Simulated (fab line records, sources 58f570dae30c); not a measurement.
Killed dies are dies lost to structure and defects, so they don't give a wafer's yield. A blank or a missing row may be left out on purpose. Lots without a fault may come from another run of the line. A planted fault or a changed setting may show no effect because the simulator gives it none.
fab line records | flow berkeley_cmos170 | part 2 of 2: steps 29 to 40 of 40
record lots=5 wafers=15 last_day=13
route steps=331 shown PLDD@147 NLDD@158 SPACER@171 PSD@175
lots that met no fault: from a run of the same line without faults
start_h: hours from the record's first day to the start of the lot's first wafer shown | wait_h: hours since the lot's step before | " the same as in the row above | L1.1+2: a row that stands for several wafers | - no value, or no start given | * or withheld: withheld | < > ~ a bound
route shown NAME@n: a module of which the file shows steps, and the number in the route of the first | usual: mean/standard deviation of fault-free wafers | same: alike in all rows | chamber/n: place in a boat | sites: the reading at each site | _std_site: their standard deviation | _edge_site: outer sites' mean less inner sites' | radius_mm: how far each site lies from the wafer's centre | mask NAME#n: copy n | behind: the tool/chamber that last shaped the wafer | hold: why the lot was held/for how many hours/how that ended | device: the transistor (n, p or np) that didn't switch | end of line: the same wafers' tests at the end of the route | a step without rows: its recipe alone | killed: dies lost to structure and defects at the first sort, not the wafer's yield | map: a wafer's dies, x killed, . not, _ none there
set.NAME: the setting as run; set.NAME@STEP: as run at that earlier step | model.NAME: the simulator's own value behind a step, which no gauge read
lots at some steps of the route; a table a step, a row a wafer
services: from which hour (start_h, from the record's first day; less than 0 if before it) a tool's chamber was out of use, for how many hours, and why
## steps
# step UCB170_PSD_HMDS_00
# recipe prime_time_s=60 prime_temp_c=100
# columns lot.wafer tool chamber start_h wait_h
L075.1+2+4 litho_track-02 0 152.58 0.8
L083.2+4+5 litho_track-02 0 196.10 0.5
L090.3+4+6 litho_track-02 0 255.16 0.1
L093.3+4+5 litho_track-02 0 255.61 0.5
L096.1+3+5 litho_track-01 0 281.37 0.0
# step UCB170_PSD_COAT_01
# recipe resist=KrF spin_rpm=1500 resist_thk_nm=900
# columns lot.wafer tool chamber start_h wait_h
L075.1+2+4 litho_track-02 0 152.73 0.1
L083.2+4+5 litho_track-02 0 196.25 0.1
L090.3+4+6 litho_track-02 0 255.31 0.1
L093.3+4+5 litho_track-02 0 255.76 0.1
L096.1+3+5 litho_track-01 0 281.52 0.1
# step UCB170_PSD_SOFTBAKE_02
# recipe resist=KrF temp_c=130 time_s=60
# columns lot.wafer tool chamber start_h wait_h
L075.1+2+4 litho_track-02 0 152.88 0.1
L083.2+4+5 litho_track-02 0 196.40 0.1
L090.3+4+6 litho_track-02 0 255.46 0.1
L093.3+4+5 litho_track-02 0 255.91 0.1
L096.1+3+5 litho_track-01 0 281.67 0.1
# step UCB170_PSD_EXPOSE_03
# recipe mask_id=PSELECT_MOD na=0.5 sigma_outer=0.6 source_shape=conventional target_cd_nm=1200 dose_mj=30
# usual focus_offset_nm=-0.1/0.49
# columns lot.wafer tool chamber start_h wait_h mask focus_offset_nm
L075.1 krf_scanner-02 0 153.30 0.4 PSELECT_MOD#0 -0.2
L075.2 " 0 " " PSELECT_MOD#0 0.1
L075.4 " 0 " " PSELECT_MOD#0 -0.4
L083.2 krf_scanner-01 0 196.60 0.2 PSELECT_MOD#0 0.8
L083.4 " 0 " " PSELECT_MOD#0 0.0
L083.5 " 0 " " PSELECT_MOD#0 0.1
L090.3 krf_scanner-01 0 255.72 0.2 PSELECT_MOD#0 0.3
L090.4 " 0 " " PSELECT_MOD#0 0.4
L090.6 " 0 " " PSELECT_MOD#0 0.8
L093.3 krf_scanner-01 0 256.32 0.4 PSELECT_MOD#0 0.5
L093.4 " 0 " " PSELECT_MOD#0 0.1
L093.5 " 0 " " PSELECT_MOD#0 0.7
L096.1 krf_scanner-01 0 - - PSELECT_MOD#0 -0.5
L096.3 " 0 " " PSELECT_MOD#0 0.0
L096.5 " 0 " " PSELECT_MOD#0 -0.1
# step UCB170_PSD_PEB_04
# recipe peb_temp_c=130 peb_time_s=withheld resist=KrF
# columns lot.wafer tool chamber start_h wait_h
L075.1+2+4 litho_track-03 0 153.76 0.4
L083.2+4+5 litho_track-01 0 196.89 0.3
L090.3+4+6 litho_track-01 0 255.85 0.1
L093.3+4+5 litho_track-01 0 256.45 0.1
L096.1+3+5 litho_track-03 0 - -
# step UCB170_PSD_DEVELOP_05
# recipe developer=TMAH develop_time_s=45 resist=KrF dev_temp_c=21
# columns lot.wafer tool chamber start_h wait_h
L075.1+2+4 litho_track-03 0 - -
L083.2+4+5 litho_track-01 0 - -
L090.3+4+6 litho_track-01 0 - -
L093.3+4+5 litho_track-01 0 - -
L096.1+3+5 litho_track-03 0 - -
# step UCB170_PSD_CD_MEAS_06
# recipe target_cd_nm=1200
# usual cd_nm=1199.7/1.5
# columns lot.wafer tool chamber start_h wait_h cd_nm
L075.1 cd_sem-02 - 154.03 - 1200.4
L075.2 " - " " 1199.0
L075.4 " - " " 1200.9
L083.2 cd_sem-01 - 197.16 - 1198.5
L083.4 " - " " 1200.0
L083.5 " - " " 1199.0
L090.3 cd_sem-02 - 256.11 - 1200.9
L090.4 " - " " 1201.6
L090.6 " - " " 1198.8
L093.3 cd_sem-02 - 256.71 - 1197.5
L093.4 " - " " 1195.9
L093.5 " - " " 1196.8
L096.1 cd_sem-02 - 283.40 - 1199.4
L096.3 " - " " 1199.9
L096.5 " - " " 1199.6
# step UCB170_PSD_OVL_MEAS_07
# usual PSD_OVL=-4/6.3
# columns lot.wafer tool chamber start_h wait_h PSD_OVL[nm]
L075.1 overlay-02 - 154.15 0.1 -4
L075.2 " - " " -7
L075.4 " - " " -4
L083.2 overlay-02 - 197.27 0.1 0
L083.4 " - " " -4
L083.5 " - " " 1
L090.3 overlay-01 - 256.20 0.1 -10
L090.4 " - " " -11
L090.6 " - " " -6
L093.3 overlay-02 - 256.80 0.1 -6
L093.4 " - " " 1
L093.5 " - " " -7
L096.1 overlay-02 - 283.52 0.1 -1
L096.3 " - " " -2
L096.5 " - " " 1
# step UCB170_PSD_IMPLANT_08
# recipe species=B dose_cm2=3e+15 energy_kev=20 tilt_deg=7
# usual beam_on_s=9.98/0.18 dose_ions_cm2=3e+15/3.4e+12
# columns lot.wafer tool chamber start_h wait_h beam_on_s dose_ions_cm2
L075.1 implanter-02 0 154.19 0.0 9.86 3.003e+15
L075.2 " 0 " " 9.97 2.997e+15
L075.4 " 0 " " 10.07 3.004e+15
L083.2 implanter-02 0 197.32 0.0 10.13 3.001e+15
L083.4 " 0 " " 10.26 3.005e+15
L083.5 " 0 " " 10.25 3.003e+15
L090.3 implanter-04 0 256.28 0.1 10.36 2.999e+15
L090.4 " 0 " " 9.92 2.998e+15
L090.6 " 0 " " 10.11 3.001e+15
L093.3 implanter-04 0 256.88 0.1 9.64 2.997e+15
L093.4 " 0 " " 10.08 2.999e+15
L093.5 " 0 " " 9.66 2.998e+15
L096.1 implanter-03 0 283.55 0.0 9.77 3.002e+15
L096.3 " 0 " " 10.45 3.001e+15
L096.5 " 0 " " 10.03 3.001e+15
# step UCB170_PSD_STRIP_09
# recipe chemistry=O2 power_w=400 pressure_mtorr=3500 platen_temp_c=withheld o2_flow_sccm=400 overash_fraction=0.5
# usual drypump_motor_current_A=6.05/0.25 oes_product_au=0.599/0.0048 strip_time_to_endpoint_s=29.36/0.056
# columns lot.wafer tool chamber start_h wait_h drypump_motor_current_A oes_product_au rf_hours_counter_h strip_time_to_endpoint_s
L075.1 plasma_asher-04 0 154.34 0.1 6.33 0.599 41 29.36
L075.2 " 1 " " 5.74 0.612 41 29.40
L075.4 " 0 " " 6.36 0.599 - 29.41
L083.2 plasma_asher-04 0 197.45 0.1 6.33 0.604 47 29.46
L083.4 " 0 " " 6.36 0.598 - 29.44
L083.5 " 0 " " 6.32 0.607 - 29.38
L090.3 plasma_asher-04 0 256.41 0.1 6.36 0.600 - 29.27
L090.4 " 1 " " 5.72 0.595 - 29.35
L090.6 " 0 " " 6.34 0.600 - 29.29
L093.3 plasma_asher-04 0 257.01 0.1 6.35 0.596 - 29.34
L093.4 " 1 " " 5.73 0.602 - 29.44
L093.5 " 1 " " 5.73 0.595 - 29.32
L096.1 plasma_asher-04 0 283.70 0.1 6.36 0.593 56 29.38
L096.3 " 1 " " 5.75 0.598 - 29.31
L096.5 " 1 " " 5.76 0.599 - 29.37
# step UCB170_PSD_TW_MEAS_10
# usual PSD_TW=2331/20
# columns lot.wafer tool chamber start_h wait_h PSD_TW
L075.1 film_metro-04 - 154.44 0.1 2310
L075.2 " - " " 2310
L075.4 " - " " 2311
L083.2 film_metro-04 - 197.56 0.1 2319
L083.4 " - " " 2326
L083.5 " - " " 2313
L090.3 film_metro-01 - 256.50 0.1 2334
L090.4 " - " " 2345
L090.6 " - " " 2347
L093.3 film_metro-04 - 257.10 0.1 2323
L093.4 " - " " 2338
L093.5 " - " " 2321
L096.1 film_metro-03 - 283.80 0.1 2302
L096.3 " - " " 2301
L096.5 " - " " 2297
# step UCB170_PSD_CLEAN_11
# recipe chemistry=SPM temp_c=120 time_s=600
# columns lot.wafer tool chamber start_h wait_h
L075.1+2+4 wet_bench-04 1 154.50 0.1
L083.2+4+5 wet_bench-03 0 197.61 0.0
L090.3+4+6 wet_bench-02 0 256.75 0.2
L093.3+4+5 wet_bench-03 3 257.14 0.0
L096.1+3+5 wet_bench-04 1 283.86 0.1
## services
# columns tool chamber start_h hours kind
plasma_asher-03 - 119.63 2.8 pm
pecvd-04 2 122.29 4.5 repair
implanter-02 - 125.29 3.9 pm
krf_scanner-02 - 127.64 0.8 pm
plasma_asher-01 - 133.86 14.6 pm
implanter-04 - 153.79 4.0 repair
plasma_asher-02 - 159.91 15.6 pm
wet_bench-04 - 160.66 1.3 repair
implanter-02 - 162.15 3.7 repair
implanter-02 - 166.51 4.5 pm
pecvd-04 0 175.18 4.1 repair
implanter-02 - 179.56 6.7 repair
krf_scanner-02 - 193.28 4.0 pm
implanter-04 - 195.30 4.4 pm
rie_diel-01 1 203.44 3.9 repair
plasma_asher-01 - 213.28 0.9 repair
krf_scanner-02 - 215.21 1.0 pm
krf_scanner-02 - 218.14 1.3 pm
rie_diel-01 - 232.19 2.8 pm
krf_scanner-01 - 237.00 1.0 pm
krf_scanner-01 - 240.52 1.5 repair
implanter-03 - 241.07 4.4 pm
krf_scanner-01 - 244.83 0.8 pm
rie_diel-01 2 261.38 6.0 repair
